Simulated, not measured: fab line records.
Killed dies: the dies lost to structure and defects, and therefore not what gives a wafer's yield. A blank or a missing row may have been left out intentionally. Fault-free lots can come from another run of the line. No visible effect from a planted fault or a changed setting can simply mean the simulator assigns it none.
A struck lot beside a sound one / flow rit cmos / 43 out of 202 route steps
Sound: wafers L671.1, L671.3, L671.4. The struck wafers were L683.1, L683.2, L683.6. The cause is named last.
Each step with rows lists, per side, the tool, then ch with its chambers, then its first start. Under that, the readings that differ: sound wafers / struck wafers / difference of the means / sigmas: that difference in standard deviations of wafers without a fault.
alike: readings whose means differ by less than 2 such deviations, and words and numbers that are the same on both sides. not compared: withheld readings, readings that some wafer has no value for, bounds like >300 that may hide the same value, and numbers for which the record gives no deviation and whose values overlap.
The two part at a step that has a row with sigmas, a row that says differs or no value, or rows on one side only. When numbers do not overlap yet have no deviation, they are printed without sigmas and do not part them. Lack of a reading on every wafer of one side parts them only where that side has two or more wafers.

RIT_ACTIVE_ETCH_13: etches Si3N4 in SF6, stops on SiO2, time 210 s, target depth 210 nm.
  sound on rie diel-01 ch 0,2,3, day 1 20:03; struck on rie diel-02 ch 0,2, day 4 04:18
  alike: drypump motor current A, oes product au, throttle valve pct
  not compared: rf hours counter h
RIT_ACTIVE_STRIP_14: strips in O2, time 180 s.
  sound on plasma asher-03 ch 0,1, day 1 20:11; struck on plasma asher-03 ch 0,1, day 4 04:26
  alike: drypump motor current A
  not compared: rf hours counter h
RIT_ACTIVE_CD_MEAS_90: target cd 1400 nm.
  sound: cd sem-01 at day 1 20:21; struck: cd sem-01 at day 4 04:37
  alike: cd nm
then, 4 steps without rows for these wafers: RIT_ACTIVE_CLEAN_15 (cleans in SC1, time 600 s); RIT_ACTIVE_CLEAN_16 (cleans in dHF, time 30 s); RIT_ACTIVE_CLEAN_17 (cleans in SC2, time 600 s); RIT_FOX1_OXIDATION_00 (target thk 350.7 nm, ox time 1130 s).
RIT_FOX1_THK_MEAS_01:
  sound: film metro-02 at day 1 23:04; struck: film metro-01 at day 4 07:34
  alike: FOX1_OXIDE_THK
then, 2 steps without rows for these wafers: RIT_FOX1_WET_ETCH_02 (etches SiO2 in BOE, target depth 350 nm, time 390 s); RIT_FOX2_OXIDATION_00 (target thk 350.7 nm, ox time 1130 s).
RIT_FOX2_THK_MEAS_01:
  sound: film metro-01 at day 2 00:37; struck: film metro-02 at day 4 09:08
  alike: FOX2_OXIDE_THK
then, 1 step without rows for these wafers: RIT_FOX2_CLEAN_02 (cleans in dHF, time 180 s).
RIT_FOX2_WET_ETCH_03: etches Si3N4 in H3PO4, target depth 195 nm, time 2659 s.
  sound on wet bench-04 ch 0, day 2 00:44; struck on wet bench-01 ch 0, day 4 09:15
RIT_FOX2_THK_MEAS_90:
  sound: film metro-01 at day 2 01:30; struck: film metro-03 at day 4 10:14
  alike: FIELD_OXIDE_LEFT_1_THK
then, 6 steps without rows for these wafers: RIT_NWELL_HMDS_00 (prime time 60 s); RIT_NWELL_COAT_01 (resist thk 1300 nm); RIT_NWELL_SOFTBAKE_02 (time 60 s); RIT_NWELL_EXPOSE_03 (exposes mask M2, target cd 43900 nm); RIT_NWELL_PEB_04; RIT_NWELL_DEVELOP_05 (develop time 68 s).
RIT_NWELL_OVL_MEAS_06:
  sound: overlay-02 at day 2 02:28; struck: overlay-02 at day 4 11:12
reading=NWELL_OVL (nm); sound=2.8 3.3 3.4; struck=-0.8 1.1 -0.3; difference=-3.2; sigmas=-2
then, 2 steps without rows for these wafers: RIT_NWELL_HARDBAKE_07 (time 120 s); RIT_NWELL_IMPLANT_08.
RIT_NWELL_STRIP_09: strips in O2, time 180 s.
  sound on plasma asher-01 ch 0,1, day 2 02:54; struck on plasma asher-04 ch 0,1, day 4 11:38
  alike: drypump motor current A
  not compared: rf hours counter h
RIT_NWELL_TW_MEAS_10:
  sound: film metro-01 at day 2 03:04; struck: film metro-01 at day 4 11:49
  alike: NWELL_TW
then, 6 steps without rows for these wafers: RIT_PWELL_HMDS_00 (prime time 60 s); RIT_PWELL_COAT_01 (resist thk 1300 nm); RIT_PWELL_SOFTBAKE_02 (time 60 s); RIT_PWELL_EXPOSE_03 (exposes mask M3, target cd 43700 nm); RIT_PWELL_PEB_04; RIT_PWELL_DEVELOP_05 (develop time 68 s).
RIT_PWELL_OVL_MEAS_06:
  sound: overlay-01 at day 2 04:13; struck: overlay-02 at day 4 12:52
  alike: PWELL_OVL
then, 2 steps without rows for these wafers: RIT_PWELL_HARDBAKE_07 (time 120 s); RIT_PWELL_IMPLANT_08.
RIT_PWELL_STRIP_09: strips in O2, time 180 s.
  sound on plasma asher-04 ch 0,1, day 2 04:39; struck on plasma asher-04 ch 0,1, day 4 13:19
  alike: drypump motor current A
  not compared: rf hours counter h
RIT_PWELL_TW_MEAS_10:
  sound: film metro-04 at day 2 04:50; struck: film metro-01 at day 4 13:29
  alike: PWELL_TW
then, 1 step without rows for these wafers: RIT_WELLDRIVE_ANNEAL_00 (time 14700 s).
RIT_WELLDRIVE_RS_MEAS_01: uses a four-point probe to measure.
  sound: film metro-01 at day 2 11:07; struck: film metro-04 at day 4 19:49
  alike: NWELL_RS
RIT_WELLDRIVE_RS_MEAS_02: uses a four-point probe to measure.
  sound: film metro-01 at day 2 11:14; struck: film metro-04 at day 4 19:56
  alike: PWELL_RS
then, 3 steps without rows for these wafers: RIT_NRETRO_HMDS_00 (prime time 60 s); RIT_NRETRO_COAT_01 (resist thk 1300 nm); RIT_NRETRO_SOFTBAKE_02 (time 60 s).
RIT_M1_PROBE_99:
  sound: prober-01 at day 3 20:11; struck: prober-02 at day 6 03:23
reading=hold; sound=- - -; struck=await dispo/2.3h/release await dispo/2.3h/release await dispo/2.3h/release; difference=no value on the sound wafers; sigmas=
reading=killed at front end; sound=5 4 4; struck=33 36 44; difference=+33; sigmas=+10
reading=killed dies; sound=5 4 4; struck=33 36 44; difference=+33; sigmas=+10
reading=killed on rim; sound=2 2 2; struck=6 5 8; difference=+4; sigmas=+3
  alike: killed_at_M0_to_M3, killed at contacts, killed open, killed short

## WHERE THEY PART
First at RIT_NWELL_OVL_MEAS_06; last, within this record, at RIT_M1_PROBE_99.

WHY: the cause the simulator had injected
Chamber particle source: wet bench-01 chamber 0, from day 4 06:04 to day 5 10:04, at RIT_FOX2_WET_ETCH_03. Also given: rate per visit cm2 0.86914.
